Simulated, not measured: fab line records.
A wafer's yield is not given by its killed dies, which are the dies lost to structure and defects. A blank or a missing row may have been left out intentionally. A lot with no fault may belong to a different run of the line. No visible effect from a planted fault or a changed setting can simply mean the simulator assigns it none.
The tool behind it: which one? / flow berkeley-cmos170 / 6 lots, 18 wafers sampled, at 2 steps of a route of 331

## WHAT THE GAUGES READ, wafer by wafer
UCB170_PLDD_OVL_MEAS_07.
lot=L578; measured=day 6 09:07; on=overlay-02; PLDD_OVL (nm)=9 9 10
lot=L581; measured=day 7 01:33; on=overlay-01; PLDD_OVL (nm)=292 291 296 286 292 290
lot=L586; measured=day 8 05:57; on=overlay-02; PLDD_OVL (nm)=292 286 298 294 288 293
lot=L590; measured=day 9 07:47; on=overlay-01; PLDD_OVL (nm)=-11 -7 1
lot=L595; measured=day 9 15:18; on=overlay-01; PLDD_OVL (nm)=7 8 7
lot=L599; measured=day 10 19:58; on=overlay-01; PLDD_OVL (nm)=-4 -1 0

## TOOL THAT RAN EACH LOT (tool first, then ch and the chambers of the sampled wafers, then the start)
lot=L578; UCB170_PLDD_EXPOSE_03=krf-scanner-02 ch 0, day 6 08:36
lot=L581; UCB170_PLDD_EXPOSE_03=krf-scanner-01 ch 0, day 7 00:41
lot=L586; UCB170_PLDD_EXPOSE_03=krf-scanner-01 ch 0, day 8 05:18
lot=L590; UCB170_PLDD_EXPOSE_03=krf-scanner-02 ch 0, day 9 07:14
lot=L595; UCB170_PLDD_EXPOSE_03=krf-scanner-02 ch 0, day 9 14:44
lot=L599; UCB170_PLDD_EXPOSE_03=krf-scanner-02 ch 0, day 10 19:28
- UCB170_PLDD_EXPOSE_03: exposes mask PSELECT, target cd 1200 nm.

## THE ANSWER, worked out from the rows above alone
Rule: what is usual is taken from the lots themselves. The widest of any qualifying gaps counts: lots, ordered by their means at a reading, are off when they make up no more than a third of the lots, leave a main group of 4 or more, and stand apart from it by 3 or more times the standard deviation of that group's means. The tables above print the reading to a certain number of digits; a main group whose means all agree to those digits is not used. Also off: a lot with no number at a reading for which 4 or more lots have one. Where the step has rows for the other lots, those lots are counted as sound.
Off: L581, L586, seen at UCB170_PLDD_OVL_MEAS_07 (PLDD_OVL). Main group: mean 2 nm, sd 6.2.
A tool fits if, at a process step before that reading, it ran every lot that is off, and no sound lot after the first of them. Those tools and the gauges at UCB170_PLDD_OVL_MEAS_07 are tried in the same way. One fits: krf-scanner-01 at UCB170_PLDD_EXPOSE_03. It ran no sound lot before its first lot that is off in this sample, so the start can't be narrowed down.

## WHAT WAS PUT IN BY THE SIMULATOR
Scanner matching overlay: krf-scanner-01, from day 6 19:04 on, at UCB170_PLDD_EXPOSE_03. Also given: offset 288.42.
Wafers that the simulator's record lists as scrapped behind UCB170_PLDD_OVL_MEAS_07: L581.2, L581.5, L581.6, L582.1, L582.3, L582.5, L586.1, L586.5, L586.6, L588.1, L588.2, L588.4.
Shown lots that were struck: L581, L586. The same result came from the rule above.
